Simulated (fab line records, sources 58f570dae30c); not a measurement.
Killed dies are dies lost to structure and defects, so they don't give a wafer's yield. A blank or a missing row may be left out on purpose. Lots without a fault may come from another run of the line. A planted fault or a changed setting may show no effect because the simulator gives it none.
A struck lot beside a sound one | flow berkeley_cmos170 | 16 steps out of a route of 331
Sound: wafers L784.1, L784.2, L784.4. Struck: wafers L787.2, L787.3, L787.5. The cause comes at the end.
At each step with rows: each side's tool, then ch and its chambers, then its first start. Under that, the readings that differ: sound wafers | struck wafers | difference of the means | sigmas: that difference in standard deviations of wafers without a fault.
alike: readings whose means differ by less than 2 such deviations, and words and numbers that are the same on both sides. not compared: withheld readings, readings that some wafer has no value for, bounds like >300 that may hide the same value, and numbers for which the record gives no deviation and whose values overlap.
The two part at a step that has a row with sigmas, a row that says differs or no value, or rows on one side only. Numbers that don't overlap but have no deviation are shown without sigmas and don't part them. A reading that every wafer of one side lacks parts them only if that side has two wafers or more.

first, 1 step without rows for these wafers: UCB170_NWELL_OXIDATION_01 (target thk 26.4 nm, ox time 1260 s).
UCB170_NWELL_THK_MEAS_02:
  sound on film_metro-01, day 1 23:04; struck on film_metro-03, day 2 12:58
  alike: NWELL_OXIDE_THK
then, 2 steps without rows for these wafers: UCB170_NWELL_ANNEAL_03 (time 900 s); UCB170_NWELL_CVD_04 (deposits Si3N4 from SiH2Cl2/NH3, target thk 224 nm, time 3360 s).
UCB170_NWELL_THK_MEAS_05:
  sound on film_metro-02, day 2 03:39; struck on film_metro-01, day 2 16:25
  alike: NWELL_NITRIDE_THK
then, 6 steps without rows for these wafers: UCB170_NWELL_HMDS_06 (prime time 60 s); UCB170_NWELL_COAT_07 (resist thk 900 nm); UCB170_NWELL_SOFTBAKE_08 (time 60 s); UCB170_NWELL_EXPOSE_09 (exposes mask NWELL, target cd 3000 nm); UCB170_NWELL_PEB_10; UCB170_NWELL_DEVELOP_11 (develop time 45 s).
UCB170_NWELL_OVL_MEAS_12:
  sound on overlay-02, day 2 06:28; struck on overlay-01, day 2 18:15
  alike: NWELL_OVL
UCB170_NWELL_ETCH_13: etches Si3N4 in CH3F/Ar/O2, stops on SiO2, target depth 246.4 nm, time 154 s.
  sound on rie_diel-04 ch 1,2,3, day 2 06:29; struck on rie_diel-01 ch 0,1,2, day 2 18:17
  no value came back on the struck wafers for any of 7 readings (CH3F_flow_sccm (sccm), O2_flow_sccm (sccm) and others); on the sound wafers CH3F_flow_sccm (sccm) reads 19.99 19.96 19.96
  reading                                | sound             | struck          | difference | sigmas
  model.KrF_of_NWELL_COAT_07.thk_nm (nm) | 720.2 726.9 723.6 | 887.4 887 890.6 | +164.8     |
then, 1 step without rows for these wafers: UCB170_NWELL_IMPLANT_14.
UCB170_NWELL_STRIP_15: strips in O2.
  sound on plasma_asher-02 ch 0,1, day 2 06:45; struck on plasma_asher-02 ch 0,1, day 2 18:32
  reading                      | sound             | struck            | difference | sigmas
  oes_product_au (a.u.)        | 0.719 0.710 0.714 | 0.734 0.737 0.725 | +0.018     | +3
  strip_time_to_endpoint_s (s) | 17.98 18.15 18.08 | 21.66 21.66 21.74 | +3.62      | +33
  alike: drypump_motor_current_A
  not compared: rf_hours_counter_h
UCB170_NWELL_TW_MEAS_16:
  sound on film_metro-01, day 2 06:51; struck on film_metro-01, day 2 18:38
  alike: NWELL_TW

WHERE THEY PART
First at UCB170_NWELL_ETCH_13; last, within this record, at UCB170_NWELL_STRIP_15. Later steps at which nothing parts them and some readings are alike: UCB170_NWELL_TW_MEAS_16.

WHY: what the simulator had put in
Skipped step whole: rie_diel-01, from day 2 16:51 on, at UCB170_NWELL_ETCH_13. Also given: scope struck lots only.
